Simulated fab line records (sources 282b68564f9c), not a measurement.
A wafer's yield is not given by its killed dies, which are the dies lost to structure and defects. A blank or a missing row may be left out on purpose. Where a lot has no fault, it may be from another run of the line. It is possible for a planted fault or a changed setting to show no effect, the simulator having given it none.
Struck lot and sound lot, side by side	flow rit-cmos	18 out of 202 route steps
Sound: the wafers L386.1, L386.3, L386.4. The struck wafers were L392.2, L392.3, L392.6. Last of all comes the cause.
At each step with rows: each side's tool, then ch and its chambers, then its first start. Under that, the readings that differ: sound wafers	struck wafers	difference of the means	sigmas: that difference in standard deviations of wafers without a fault.
alike: readings whose means differ by less than 2 such deviations, and words and numbers that are the same on both sides. not compared: withheld readings, readings that some wafer has no value for, bounds like >300 that may hide the same value, and numbers for which the record gives no deviation and whose values overlap.
The two part at a step that has a row with sigmas, a row that says differs or no value, or rows on one side only. When numbers do not overlap yet have no deviation, they are printed without sigmas and do not part them. A reading missing from all wafers of one side parts the sides only when that side holds two or more wafers.

first, 4 steps without rows for these wafers: RIT_NRETRO_SOFTBAKE_02 (time 60 s); RIT_NRETRO_EXPOSE_03 (exposes mask M4, target cd 43900 nm); RIT_NRETRO_PEB_04; RIT_NRETRO_DEVELOP_05 (develop time 68 s).
RIT_NRETRO_OVL_MEAS_06:
  sound on overlay-02 at day 4 17:54; struck on overlay-01 at day 5 23:11
  alike: NRETRO_OVL
then, 2 steps without rows for these wafers: RIT_NRETRO_HARDBAKE_07 (time 120 s); RIT_NRETRO_IMPLANT_08.
RIT_NRETRO_STRIP_09: strips in O2, time 180 s.
  sound on plasma-asher-01 ch 0,1, day 4 18:23; struck on plasma-asher-01 ch 0, day 5 23:37
  alike: chamber-pressure-mTorr, drypump-motor-current-A
  not compared: rf-hours-counter-h
RIT_NRETRO_TW_MEAS_10:
  sound on film-metro-01 at day 4 18:34; struck on film-metro-02 at day 5 23:49
  alike: NRETRO_TW
then, 3 steps without rows for these wafers: RIT_PRETRO_HMDS_00 (prime time 60 s); RIT_PRETRO_COAT_01 (resist thk 1300 nm); RIT_PRETRO_SOFTBAKE_02 (time 60 s).
RIT_PRETRO_EXPOSE_03: exposes mask M5, target cd 43700 nm.
  sound on iline-stepper-02 ch 0, day 4 19:04; struck on iline-stepper-02 ch 0, day 6 00:27
reading	sound	struck	difference	sigmas
model.PRETRO.overlay-x-nm (nm)	0.6207 0.6207 0.6207	-149.3 -149.3 -149.3	-149.9	
  alike: mask, focus-offset-nm
then, 2 steps without rows for these wafers: RIT_PRETRO_PEB_04; RIT_PRETRO_DEVELOP_05 (develop time 68 s).
RIT_PRETRO_OVL_MEAS_06:
  sound on overlay-01 at day 4 19:30; struck on overlay-02 at day 6 00:52
reading	sound	struck	difference	sigmas
PRETRO_OVL (nm)	1.8 3.0 -1.0	-148.6 -149.4 -149.3	-150.4	-99 or more
then, 1 step without rows for these wafers: RIT_PRETRO_HARDBAKE_07 (time 120 s).
RIT_M1_PROBE_99:
  sound on prober-01 at day 5 22:10; struck on prober-01 at day 7 05:27
reading	sound	struck	difference	sigmas
model.etest.retro-edge-pmos.off-log10-a-um	-10.22 -10.24 -10.15	-9.29 -9.334 -9.19	+0.93	
model.etest.retro-edge-nmos.off-log10-a-um	-9.889 -10.03 -9.577	-8.504 -9.052 -8.747	+1.064	
  alike: killed-at-contacts, killed-at-front-end, killed-dies, killed-open, killed-short

WHERE THEY PART
Only at RIT_PRETRO_OVL_MEAS_06, within this record. Later steps at which nothing parts them and some readings are alike: RIT_M1_PROBE_99.

WHY: whatever the simulator had introduced
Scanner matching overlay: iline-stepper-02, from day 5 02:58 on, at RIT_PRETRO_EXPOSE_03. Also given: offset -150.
